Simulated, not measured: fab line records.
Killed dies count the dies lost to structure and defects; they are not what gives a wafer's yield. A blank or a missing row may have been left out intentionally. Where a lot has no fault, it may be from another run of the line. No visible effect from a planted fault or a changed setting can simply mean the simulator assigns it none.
A lot that was struck, set against a sound lot | flow rit-cmos | 21 out of 202 route steps
Sound: wafers L567.4, L567.5, L567.6. Struck: wafers L571.4, L571.5, L571.6. The cause is given at the end.
Each step with rows lists, per side, the tool, then ch with its chambers, then its first start. Under that, the readings that differ: sound wafers | struck wafers | difference of the means | sigmas: that difference in standard deviations of wafers without a fault.
alike: same words and numbers on both sides, and readings whose means sit less than 2 such deviations apart. not compared: any withheld reading, any reading some wafer has no value for, any bound like >300 that may hide the same value, and any number with overlapping values for which the record gives no deviation.
Wherever a step has rows on one side only, a row that says differs or no value, or a row with sigmas, the two part there. Non-overlapping numbers with no deviation appear without sigmas and do not part them. A reading missing from all wafers of one side parts the sides only when that side holds two or more wafers.

first, 6 steps without rows for these wafers: RIT_NWELL_HMDS_00 (prime time 58.51 s); RIT_NWELL_COAT_01 (resist thk 1300 nm); RIT_NWELL_SOFTBAKE_02 (time 60 s); RIT_NWELL_EXPOSE_03 (exposes mask M2, target cd 43900 nm); RIT_NWELL_PEB_04; RIT_NWELL_DEVELOP_05 (develop time 68 s).
RIT_NWELL_OVL_MEAS_06:
  sound: overlay-02 at day 2 18:08; struck: overlay-02 at day 3 12:19
  alike: NWELL_OVL
then, 2 steps without rows for these wafers: RIT_NWELL_HARDBAKE_07 (time 120 s); RIT_NWELL_IMPLANT_08.
RIT_NWELL_STRIP_09: strips in O2, time 180 s.
  sound on plasma-asher-04 ch 0,1, day 2 18:37; struck on plasma-asher-04 ch 0,1, day 3 12:47
  alike: drypump-motor-current-A, o2-flow-sccm
  not compared: rf-hours-counter-h
RIT_NWELL_TW_MEAS_10:
  sound: film-metro-02 at day 2 18:46; struck: film-metro-03 at day 3 12:56
  alike: NWELL_TW
then, 1 step without rows for these wafers: RIT_PWELL_HMDS_00 (prime time 60 s).
RIT_PWELL_COAT_01: resist thk 1300 nm.
  sound on litho-track-02 ch 0, day 2 19:01; struck on litho-track-04 ch 0, day 3 13:17
  reading                                    | sound                | struck               | difference | sigmas
  spin-speed-rpm (rpm)                       | 2000.4 1997.9 1998.6 | 1919.1 1919.1 1920.5 | -79.4      | -53
  model.NOVOLAK_of_PWELL_COAT_01.thk-nm (nm) | 1304 1304 1304       | 1332 1331 1328       | +26        |
then, 4 steps without rows for these wafers: RIT_PWELL_SOFTBAKE_02 (time 60 s); RIT_PWELL_EXPOSE_03 (exposes mask M3, target cd 43700 nm); RIT_PWELL_PEB_04; RIT_PWELL_DEVELOP_05 (develop time 68 s).
RIT_PWELL_OVL_MEAS_06:
  sound: overlay-02 at day 2 19:49; struck: overlay-01 at day 3 14:05
  reading        | sound       | struck         | difference | sigmas
  PWELL_OVL (nm) | 0.8 0.5 2.9 | -1.7 -2.6 -2.4 | -3.6       | -3
RIT_PWELL_HARDBAKE_07: time 120 s.
  sound on litho-track-02 ch 0, day 2 19:57; struck on litho-track-01 ch 0, day 3 14:13
  reading                                    | sound          | struck         | difference | sigmas
  model.NOVOLAK_of_PWELL_COAT_01.thk-nm (nm) | 1141 1141 1141 | 1164 1163 1161 | +22        |
following that, these wafers have no rows for 1 step: RIT_PWELL_IMPLANT_08.
RIT_M1_PROBE_99:
  only the struck wafers here have rows in the record (prober-02, day 5 03:46); the sound ones have none

## WHERE THEY PART
At RIT_PWELL_COAT_01 first; at RIT_M1_PROBE_99 last (within this record only).

WHY: the cause the simulator had injected
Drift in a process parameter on litho-track-04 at RIT_PWELL_COAT_01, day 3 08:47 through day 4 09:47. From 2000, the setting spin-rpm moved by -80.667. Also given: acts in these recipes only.
